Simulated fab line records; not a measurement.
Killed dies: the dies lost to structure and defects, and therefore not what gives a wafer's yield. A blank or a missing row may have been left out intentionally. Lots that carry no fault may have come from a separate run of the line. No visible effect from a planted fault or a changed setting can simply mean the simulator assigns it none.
The tool behind it: which one? :: flow rit-cmos :: 39 wafers from 13 lots sampled at 4 of the route's 202 steps

== WHAT EACH GAUGE READ, for each wafer ==
RIT_SDANNEAL_RS_MEAS_04: uses a four-point probe to measure.
lot: L355
measured: day 3 07:02
on: film-metro-03
PSD_RS (ohm/sq): 115.61 115.66 115.62

lot: L356
measured: day 3 11:06
on: film-metro-03
PSD_RS (ohm/sq): 115.73 115.60 116.25

lot: L357
measured: day 3 12:26
on: film-metro-04
PSD_RS (ohm/sq): 115.83 116.10 115.72

lot: L358
measured: day 3 18:41
on: film-metro-03
PSD_RS (ohm/sq): 116.06 116.05 115.78

lot: L359
measured: day 3 22:19
on: film-metro-04
PSD_RS (ohm/sq): 116.06 116.34 115.78

lot: L360
measured: day 4 04:37
on: film-metro-01
PSD_RS (ohm/sq): 115.96 116.14 116.04

lot: L362
measured: day 4 12:13
on: film-metro-01
PSD_RS (ohm/sq): 116.51 116.43 116.58

lot: L366
measured: day 5 08:18
on: film-metro-03
PSD_RS (ohm/sq): 145.04 144.85 144.89 144.75 144.84 145.06

lot: L368
measured: day 5 18:56
on: film-metro-04
PSD_RS (ohm/sq): 144.39 144.42 144.09 144.01 144.34 144.68

lot: L371
measured: day 6 09:11
on: film-metro-04
PSD_RS (ohm/sq): 115.40 115.88 115.67

lot: L374
measured: day 7 02:02
on: film-metro-01
PSD_RS (ohm/sq): 115.91 115.74 115.93

lot: L376
measured: day 7 09:55
on: film-metro-01
PSD_RS (ohm/sq): 115.78 116.13 116.17

lot: L378
measured: day 7 19:54
on: film-metro-03
PSD_RS (ohm/sq): 116.29 116.37 115.94

== WHICH TOOL RAN EACH LOT (tool, then ch and the chambers of the sampled wafers, then the start) ==
lot: L355
RIT_PRETRO_STRIP_09: plasma-asher-04 ch 0,1, day 2 11:57
RIT_GATE_STRIP_20: plasma-asher-04 ch 0, day 2 18:59
RIT_SDANNEAL_RTA_03: rtp-anneal-02 ch 0, day 3 06:59

lot: L356
RIT_PRETRO_STRIP_09: plasma-asher-01 ch 0,1, day 2 16:28
RIT_GATE_STRIP_20: plasma-asher-03 ch 0,1, day 2 21:37
RIT_SDANNEAL_RTA_03: rtp-anneal-01 ch 0, day 3 11:02

lot: L357
RIT_PRETRO_STRIP_09: plasma-asher-02 ch 0,1, day 2 18:25
RIT_GATE_STRIP_20: plasma-asher-01 ch 0,1, day 2 23:28
RIT_SDANNEAL_RTA_03: rtp-anneal-02 ch 0, day 3 12:22

lot: L358
RIT_PRETRO_STRIP_09: plasma-asher-02 ch 0,1, day 2 22:31
RIT_GATE_STRIP_20: plasma-asher-03 ch 0,1, day 3 05:07
RIT_SDANNEAL_RTA_03: rtp-anneal-01 ch 0, day 3 18:37

lot: L359
RIT_PRETRO_STRIP_09: plasma-asher-04 ch 0,1, day 3 04:35
RIT_GATE_STRIP_20: plasma-asher-01 ch 0,1, day 3 10:11
RIT_SDANNEAL_RTA_03: rtp-anneal-02 ch 0, day 3 22:15

lot: L360
RIT_PRETRO_STRIP_09: plasma-asher-01 ch 0,1, day 3 09:35
RIT_GATE_STRIP_20: plasma-asher-04 ch 0,1, day 3 16:26
RIT_SDANNEAL_RTA_03: rtp-anneal-01 ch 0, day 4 04:32

lot: L362
RIT_PRETRO_STRIP_09: plasma-asher-02 ch 0,1, day 3 17:57
RIT_GATE_STRIP_20: plasma-asher-01 ch 0,1, day 3 23:30
RIT_SDANNEAL_RTA_03: rtp-anneal-01 ch 0, day 4 12:10

lot: L366
RIT_PRETRO_STRIP_09: plasma-asher-02 ch 0,1, day 4 13:59
RIT_GATE_STRIP_20: plasma-asher-04 ch 0, day 4 19:40
RIT_SDANNEAL_RTA_03: rtp-anneal-01 ch 0, day 5 08:14

lot: L368
RIT_PRETRO_STRIP_09: plasma-asher-02 ch 0,1, day 5 00:19
RIT_GATE_STRIP_20: plasma-asher-01 ch 0,1, day 5 05:39
RIT_SDANNEAL_RTA_03: rtp-anneal-01 ch 0, day 5 18:52

lot: L371
RIT_PRETRO_STRIP_09: plasma-asher-04 ch 0, day 5 15:52
RIT_GATE_STRIP_20: plasma-asher-04 ch 0,1, day 5 20:56
RIT_SDANNEAL_RTA_03: rtp-anneal-02 ch 0, day 6 09:08

lot: L374
RIT_PRETRO_STRIP_09: plasma-asher-04 ch 1, day 6 07:41
RIT_GATE_STRIP_20: plasma-asher-01 ch 1, day 6 13:16
RIT_SDANNEAL_RTA_03: rtp-anneal-02 ch 0, day 7 01:58

lot: L376
RIT_PRETRO_STRIP_09: plasma-asher-01 ch 1, day 6 16:11
RIT_GATE_STRIP_20: plasma-asher-03 ch 0,1, day 6 21:30
RIT_SDANNEAL_RTA_03: rtp-anneal-02 ch 0, day 7 09:51

lot: L378
RIT_PRETRO_STRIP_09: plasma-asher-02 ch 0,1, day 7 01:46
RIT_GATE_STRIP_20: plasma-asher-03 ch 0,1, day 7 07:47
RIT_SDANNEAL_RTA_03: rtp-anneal-02 ch 0, day 7 19:50
- RIT_PRETRO_STRIP_09: strips in O2, time 180 s.
- RIT_GATE_STRIP_20: strips in O2, time 180 s.
- RIT_SDANNEAL_RTA_03: time 5 s.

== AS READ BY THE TOOLS THEMSELVES (means over the sampled wafers that have a number; for cases with no such wafer, the mark the record gives instead) ==
RIT_PRETRO_STRIP_09.
lot: L355
tool: plasma-asher-04
drypump-motor-current-A (A): 5.2

lot: L356
tool: plasma-asher-01
drypump-motor-current-A (A): 5.3

lot: L357
tool: plasma-asher-02
drypump-motor-current-A (A): 5.7

lot: L358
tool: plasma-asher-02
drypump-motor-current-A (A): 5.6

lot: L359
tool: plasma-asher-04
drypump-motor-current-A (A): 5.7

lot: L360
tool: plasma-asher-01
drypump-motor-current-A (A): 5.1

lot: L362
tool: plasma-asher-02
drypump-motor-current-A (A): 5.6

lot: L366
tool: plasma-asher-02
drypump-motor-current-A (A): 5.7

lot: L368
tool: plasma-asher-02
drypump-motor-current-A (A): 5.7

lot: L371
tool: plasma-asher-04
drypump-motor-current-A (A): 6.2

lot: L374
tool: plasma-asher-04
drypump-motor-current-A (A): 4.7

lot: L376
tool: plasma-asher-01
drypump-motor-current-A (A): 5.0

lot: L378
tool: plasma-asher-02
drypump-motor-current-A (A): 5.8

RIT_GATE_STRIP_20.
lot: L355
tool: plasma-asher-04
drypump-motor-current-A (A): 6.2

lot: L356
tool: plasma-asher-03
drypump-motor-current-A (A): 6.3

lot: L357
tool: plasma-asher-01
drypump-motor-current-A (A): 5.1

lot: L358
tool: plasma-asher-03
drypump-motor-current-A (A): 6.2

lot: L359
tool: plasma-asher-01
drypump-motor-current-A (A): 5.3

lot: L360
tool: plasma-asher-04
drypump-motor-current-A (A): 5.2

lot: L362
tool: plasma-asher-01
drypump-motor-current-A (A): 5.2

lot: L366
tool: plasma-asher-04
drypump-motor-current-A (A): 6.2

lot: L368
tool: plasma-asher-01
drypump-motor-current-A (A): 5.2

lot: L371
tool: plasma-asher-04
drypump-motor-current-A (A): 5.7

lot: L374
tool: plasma-asher-01
drypump-motor-current-A (A): 5.0

lot: L376
tool: plasma-asher-03
drypump-motor-current-A (A): 5.9

lot: L378
tool: plasma-asher-03
drypump-motor-current-A (A): 5.9

RIT_SDANNEAL_RTA_03.
lot: L355
tool: rtp-anneal-02
wafer_temp_C_max: 1053.3

lot: L356
tool: rtp-anneal-01
wafer_temp_C_max: 1055.0

lot: L357
tool: rtp-anneal-02
wafer_temp_C_max: 1053.7

lot: L358
tool: rtp-anneal-01
wafer_temp_C_max: 1052.7

lot: L359
tool: rtp-anneal-02
wafer_temp_C_max: 1053.5

lot: L360
tool: rtp-anneal-01
wafer_temp_C_max: 1053.4

lot: L362
tool: rtp-anneal-01
wafer_temp_C_max: 1053.4

lot: L366
tool: rtp-anneal-01
wafer_temp_C_max: 1013.5

lot: L368
tool: rtp-anneal-01
wafer_temp_C_max: 1012.7

lot: L371
tool: rtp-anneal-02
wafer_temp_C_max: 1053.6

lot: L374
tool: rtp-anneal-02
wafer_temp_C_max: 1054.4

lot: L376
tool: rtp-anneal-02
wafer_temp_C_max: 1052.8

lot: L378
tool: rtp-anneal-02
wafer_temp_C_max: 1054.6

== THE ANSWER, worked out from the rows above alone ==
Rule: the usual values come from the lots themselves. Put in order of their means at a reading, lots are off if they are a third of the lots or fewer, leave a main group of 4 or more, and stand apart from it by a gap of 3 or more times the standard deviation of the main group's means; of several such gaps the widest counts. If all means in a main group match to the digits the tables above print for the reading, that group is not used. Also off: a lot with no number at a reading for which 4 or more lots have one. The other lots that the step has rows for count as sound. Order of review: gauges by route order, followed by the tools' own readings, for which a lot's mean as printed above is used. At the first step where some lot is off, the reading lying furthest off is the one used; lots without a number count as furthest.
Off: L366, L368, seen at RIT_SDANNEAL_RS_MEAS_04 (PSD_RS). Mean 115.97 ohm/sq and standard deviation 0.24 in the main group.
A tool fits if, at a process step before that reading, it ran every lot that is off, and no sound lot after the first of them. The gauges at RIT_SDANNEAL_RS_MEAS_04 aren't tried: what is off there is off at RIT_SDANNEAL_RTA_03 too, on other tools, and a gauge's error can't cause that. One fits: RIT_SDANNEAL_RTA_03 on rtp-anneal-01. A fault onset in the window from L362 (day 4 12:10, its last sound lot) to L366 (day 5 08:14, its first lot off) fits.
On the lots that are off, the tool's own readings at RIT_SDANNEAL_RTA_03 differ by more than 5 times the standard deviation of the sound lots' means, which bears it out; wafer_temp_C_max reads 1013.1 there versus 1053.7 on the sound lots.

== WHAT WAS PUT IN BY THE SIMULATOR ==
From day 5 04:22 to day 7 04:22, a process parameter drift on rtp-anneal-01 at RIT_SDANNEAL_RTA_03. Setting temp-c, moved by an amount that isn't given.
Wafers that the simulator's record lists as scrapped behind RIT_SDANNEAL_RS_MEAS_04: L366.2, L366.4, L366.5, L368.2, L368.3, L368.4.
Lots struck among those shown: L366, L368. This agrees with what the rule above found.
